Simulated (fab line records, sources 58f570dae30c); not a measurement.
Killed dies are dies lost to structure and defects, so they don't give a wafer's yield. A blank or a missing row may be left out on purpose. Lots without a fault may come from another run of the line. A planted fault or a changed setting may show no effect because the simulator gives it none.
Which tool did it? | flow berkeley_cmos170 | 15 lots, 45 wafers sampled, at 3 steps of a route of 331

WHAT THE GAUGES READ, wafer by wafer
UCB170_START_THK_MEAS_03. Usual: START_OXIDE_THK 20.1 nm, standard deviation 0.34.
lot  | measured    | on            | START_OXIDE_THK (nm) | flag
L940 | day 1 11:56 | film_metro-02 | 20.2 20.3 20.3       |
L941 | day 1 19:43 | film_metro-01 | 20.8 20.9 20.4       |
L943 | day 2 05:44 | film_metro-02 | 20.0 20.2 19.8       |
L944 | day 2 12:05 | film_metro-02 | 20.0 19.7 19.9       |
L946 | day 2 21:23 | film_metro-03 | 19.8 19.6 19.4       |
L947 | day 3 02:23 | film_metro-02 | 20.1 20.2 20.2       |
L948 | day 3 08:41 | film_metro-03 | 20.1 20.0 20.0       |
L956 | day 5 00:43 | film_metro-02 | 20.4 20.5 20.5       |
L957 | day 5 00:43 | film_metro-03 | 20.1 19.8 19.9       |
L958 | day 5 10:19 | film_metro-03 | 20.7 20.5 20.7       |
L959 | day 5 17:06 | film_metro-02 | 20.3 19.8 20.2       |
L960 | day 5 17:07 | film_metro-01 | 20.2 20.7 20.4       |
L961 | day 6 01:34 | film_metro-02 | 20.3 20.3 20.5       |
L962 | day 6 05:43 | film_metro-02 | 19.8 19.6 19.8       |
L963 | day 6 12:29 | film_metro-01 | 19.8 19.8 20.2       |

UCB170_PFIELD_OVL_MEAS_06. Usual: PFIELD_OVL -1 nm, standard deviation 6.3.
lot  | measured    | on         | PFIELD_OVL (nm) | flag
L940 | day 4 20:11 | overlay-02 | -11 -15 -8      |
L941 | day 4 20:27 | overlay-01 | -10 -9 -11      |
L943 | day 5 10:13 | overlay-02 | -1 -6 -10       |
L944 | day 5 23:49 | overlay-01 | -1 -3 5         |
L946 | day 6 00:02 | overlay-01 | 2 -3 -2         |
L947 | day 6 15:14 | overlay-02 | -2 -5 1         |
L948 | day 6 15:13 | overlay-01 | 2 4 6           |
L956 | day 8 11:45 | overlay-02 | 2 -5 0          |
L957 | day 8 11:40 | overlay-01 | -7 1 -2         |
L958 | day 8 11:55 | overlay-02 | -12 -16 -12     |
L959 | day 9 05:05 | overlay-02 | 3 -3 0          |
L960 | day 9 05:32 | overlay-02 | -3 -3 -2        |
L961 | day 9 13:24 | overlay-01 | -6 -4 2         |
L962 | day 9 13:38 | overlay-02 | -1 0 5          |
L963 | day 9 22:23 | overlay-01 | 5 8 9           |

WHICH TOOL RAN EACH LOT (tool, then ch and the chambers of the sampled wafers, then the start)
lot  | UCB170_PWELL_CLEAN_00
L940 | wet_bench-02 ch 2, day 2 14:38
L941 | wet_bench-03 ch 1, day 2 19:03
L943 | wet_bench-04 ch 3, day 3 04:26
L944 | wet_bench-02 ch 1, day 3 13:20
L946 | wet_bench-03 ch 0, day 3 22:31
L947 | wet_bench-03 ch 0, day 4 09:37
L948 | wet_bench-02 ch 0, day 4 10:35
L956 | wet_bench-02 ch 1, day 6 04:38
L957 | wet_bench-02 ch 2, day 6 04:08
L958 | wet_bench-04 ch 1, day 6 11:52
L959 | wet_bench-02 ch 2, day 6 22:02
L960 | wet_bench-02 ch 1, day 6 22:02
L961 | wet_bench-02 ch 1, day 7 05:44
L962 | wet_bench-02 ch 3, day 7 04:52
L963 | wet_bench-03 ch 2, day 7 18:52
- UCB170_PWELL_CLEAN_00: cleans in SPM, time 600 s.

WHAT THE TOOLS THEMSELVES READ (means of the sampled wafers that have a number; where no wafer has one, the mark that the record gives instead)
UCB170_PWELL_CLEAN_00. Usual: bath_guard_temp_C 119.9 C, standard deviation 0.39; bath_heat_duty_pct 13.5 %, standard deviation 1.3.
lot  | tool         | bath_guard_temp_C (C) | bath_heat_duty_pct (%) | flag
L940 | wet_bench-02 | 119.7                 | 13.8                   |
L941 | wet_bench-03 | 119.9                 | 13.5                   |
L943 | wet_bench-04 | 120.4                 | 13.3                   |
L944 | wet_bench-02 | 119.5                 | 14.7                   |
L946 | wet_bench-03 | -                     | -                      | OFF
L947 | wet_bench-03 | -                     | -                      | OFF
L948 | wet_bench-02 | -                     | -                      | OFF
L956 | wet_bench-02 | 119.6                 | 15.5                   |
L957 | wet_bench-02 | 119.8                 | 13.9                   |
L958 | wet_bench-04 | 119.7                 | 13.2                   |
L959 | wet_bench-02 | 119.9                 | 13.2                   |
L960 | wet_bench-02 | 119.4                 | 15.4                   |
L961 | wet_bench-02 | 119.5                 | 15.0                   |
L962 | wet_bench-02 | 119.4                 | 13.6                   |
L963 | wet_bench-03 | 120.3                 | 11.4                   |

THE ANSWER, worked out from the rows above alone
Rule: a lot is off if the mean of its wafers that have a number lies more than 3 standard deviations from the usual mean. A lot without any number at a reading at which 4 lots or more have one is off too. The other lots that the step has rows for count as sound. The gauges are gone through in route order, then the tools' own readings, and for those a lot's mean is taken as printed above. The first step at which some lot is off is used, and at that step the reading that is off furthest; a lot without a number counts as furthest.
Off: L946, L947, L948, at UCB170_PWELL_CLEAN_00 (bath_guard_temp_C). Without a number there: L946, L947, L948.
A tool fits if, at that step or a process step before it, it ran every lot that is off, and no sound lot after the first of them. None of those tried fits.

WHAT THE SIMULATOR HAD PUT IN
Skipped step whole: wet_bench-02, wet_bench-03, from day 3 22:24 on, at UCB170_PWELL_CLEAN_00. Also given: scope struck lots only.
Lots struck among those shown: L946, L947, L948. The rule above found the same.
